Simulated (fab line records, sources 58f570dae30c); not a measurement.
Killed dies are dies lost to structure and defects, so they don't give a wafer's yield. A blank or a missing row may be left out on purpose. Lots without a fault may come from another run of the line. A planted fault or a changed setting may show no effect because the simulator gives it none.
One fault seen from 2 desks | flow berkeley_cmos170 | each desk has only its own numbers; what lay behind them comes last
Where a reading is given only as a bound, like >300, the bound stands for it, and a mean or a difference that rests on one is marked > or <: the true number lies beyond.

THE METROLOGY DESK
What the gauges read, lot by lot, whatever tool the lot ran on: means of the sampled wafers that have a number. A lot is out of limits, marked OUT, if its mean lies more than 4 standard deviations from the usual mean; the brackets give that distance.
Columns: A = M1_AL_RS at UCB170_M1_RS_MEAS_01, usual 0.0485 ohm/sq; B = M1_AL_THK at UCB170_M1_THK_MEAS_02, usual 607 nm
lot  | first seen here | A      | B
L451 | day 8 08:47     | 0.0481 | 613
L458 | day 9 09:46     | 0.0496 | 593
L455 | day 9 12:41     | -      | <0 (<-92) OUT
L454 | day 9 12:47     | 0.0493 | 600
L453 | day 9 12:52     | 0.0490 | 599
L456 | day 9 13:04     | -      | <0 (<-92) OUT
L459 | day 9 13:07     | 0.0484 | 612
L464 | day 11 00:53    | 0.0487 | 609
L467 | day 11 01:55    | 0.0483 | 612
L468 | day 11 19:47    | 0.0486 | 604
L470 | day 12 04:32    | 0.0484 | 610
L472 | day 12 06:02    | 0.0493 | 600
L471 | day 12 08:11    | 0.0476 | 621
L469 | day 12 08:30    | 0.0484 | 608
This desk's finding: out of limits on L455, L456; first on L455, day 9 12:41 (M1_AL_THK at UCB170_M1_THK_MEAS_02). In limits: L451, L458, L454, L453, L459, L464, L467, L468, L470, L472, L471, L469.

THE TOOL OWNER'S DESK: pvd_sputter-01
The tool's own readings at UCB170_M1_SPUTTER_00 (material Al, target thk 600 nm, time 80 s): means of the sampled wafers that have a number, for each lot that ran on this tool. A lot is out of limits, marked OUT, if its mean lies more than 4 standard deviations from the usual mean; the brackets give that distance.
Columns: A = cathode_dc_power_W at UCB170_M1_SPUTTER_00, usual 5999.9 W; B = chamber_pressure_pa at UCB170_M1_SPUTTER_00, usual 0.5000 Pa; C = throttle_valve_pct at UCB170_M1_SPUTTER_00, usual 29.8 %
lot  | first seen here | A      | B      | C
L451 | day 8 08:43     | 6000.1 | 0.4998 | 29.4
L467 | day 11 01:52    | 6000.5 | 0.4998 | 29.8
L470 | day 12 04:28    | 6000.6 | 0.5000 | 30.2
L471 | day 12 08:01    | 5999.5 | 0.5004 | 30.0
This desk's finding: nothing out of limits on any of the 4 lots.

PUT TOGETHER
The metrology desk could have raised an alarm at day 9 12:41, on L455, L456.
The tool owner's desk saw nothing out of limits.
The tool owner's desk has no number on record for L455, L456.
Of the lots named, all ran UCB170_M1_SPUTTER_00 on pvd_sputter-01.

WHAT THE SIMULATOR HAD PUT IN
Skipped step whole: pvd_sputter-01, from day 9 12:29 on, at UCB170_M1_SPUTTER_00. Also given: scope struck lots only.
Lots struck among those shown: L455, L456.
Hours from the fault's start to each desk's first reading out of limits: the metrology desk, 0.
